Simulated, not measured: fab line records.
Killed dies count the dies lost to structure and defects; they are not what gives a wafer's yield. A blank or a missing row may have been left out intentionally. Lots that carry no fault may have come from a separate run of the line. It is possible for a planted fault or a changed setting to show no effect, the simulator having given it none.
Shared-tool check    flow rit_cmos    Sampled: 14 lots, 42 wafers

## THE REASON FOR OPENING IT
At RIT_GATE_THK_MEAS_07 the reading GATE_OXIDE_THK is flagged on 2 of 14 lots. No-fault wafers: 3.03 nm, standard deviation 0.064.
Rule: a lot is flagged in two cases, either no wafer of it has a number, or all its wafers with numbers fall more than 4 standard deviations from that mean. All remaining lots are regarded as sound.

lot   measured     on             GATE_OXIDE_THK (nm), wafer by wafer  flag
L876  day 2 10:53  film_metro-03  3.06 3.10 3.04                       
L877  day 2 14:50  film_metro-01  3.07 3.04 3.02                       
L878  day 2 19:23  film_metro-02  3.05 3.02 3.09                       
L879  day 3 01:03  film_metro-03  3.14 3.10 3.18                       
L880  day 3 07:10  film_metro-01  3.02 3.07 3.11                       
L883  day 3 19:59  film_metro-03  3.05 3.10 3.15                       
L884  day 4 01:23  film_metro-03  3.03 2.99 2.99                       
L887  day 4 16:49  film_metro-01  3.13 3.08 3.09                       
L888  day 4 22:25  film_metro-01  3.10 3.06 3.03                       
L893  day 6 01:07  film_metro-01  3.08 3.01 2.99                       
L894  day 6 04:04  film_metro-01  2.37 2.38 2.41                       FLAGGED
L895  day 6 08:26  film_metro-01  3.06 2.99 3.00                       
L898  day 7 00:18  film_metro-03  2.50 2.46 2.47                       FLAGGED
L899  day 7 04:31  film_metro-02  3.03 3.11 3.09                       
On average the flagged lots' numbers are 2.43 nm, which is -0.60 nm against the usual, or -9 standard deviations.

## TOOL THAT RAN EACH LOT
The record holds 1 process step before the reading, out of a route of 202 steps. Cell contents, in order: the tool; ch with the chambers the sampled wafers went through; the start.
lot   flag     RIT_GATE_OXIDATION_05
L876           furnace-02 ch 0, day 2 09:32
L877           furnace-01 ch 0, day 2 13:31
L878           furnace-01 ch 0, day 2 18:03
L879           furnace-02 ch 0, day 2 22:47
L880           furnace-01 ch 0, day 3 05:50
L883           furnace-02 ch 0, day 3 18:38
L884           furnace-01 ch 0, day 4 00:03
L887           furnace-01 ch 0, day 4 15:29
L888           furnace-01 ch 0, day 4 21:05
L893           furnace-02 ch 0, day 5 22:43
L894  FLAGGED  furnace-02 ch 0, day 6 02:44
L895           furnace-01 ch 0, day 6 07:07
L898  FLAGGED  furnace-02 ch 0, day 6 22:58
L899           furnace-04 ch 0, day 7 03:03
What is done by these steps:
- RIT_GATE_OXIDATION_05: target thk 3 nm, ox time 270 s.
- RIT_GATE_THK_MEAS_07

## FLAGGED AGAINST TOTAL, ONE TOOL AT A TIME (gauges that did the reading follow at the end)
step                   tool           lots run  flagged  share of the flagged lots  sound lots run after its first flagged lot
RIT_GATE_OXIDATION_05  furnace-01     7         0        none                       -
RIT_GATE_OXIDATION_05  furnace-02     6         2        all                        0
RIT_GATE_OXIDATION_05  furnace-04     1         0        none                       -
RIT_GATE_THK_MEAS_07   film_metro-01  7         1        some                       1 (L895)
RIT_GATE_THK_MEAS_07   film_metro-02  2         0        none                       -
RIT_GATE_THK_MEAS_07   film_metro-03  5         1        some                       0

## WHAT IS ALLOWED BY THE TABLE
1 row of the table ran every flagged lot: furnace-02 at RIT_GATE_OXIDATION_05.
- furnace-02 at RIT_GATE_OXIDATION_05: 2 of its 6 lots flagged. Its last sound lot is L893 (day 5 22:43), its first flagged lot L894 (day 6 02:44): a fault that began between those two fits. Its own readings lie more than 4 standard deviations out on every wafer of the flagged lots: spike_tc_centre_C, spike_tc_load_C, spike_tc_source_C.
furnace-02 at RIT_GATE_OXIDATION_05 is the single tool remaining.

## WHAT WAS PUT IN BY THE SIMULATOR
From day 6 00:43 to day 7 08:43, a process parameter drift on furnace-02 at RIT_GATE_OXIDATION_05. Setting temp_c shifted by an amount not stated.
Shown lots that were struck: L894, L898. The same result came from the rule above.
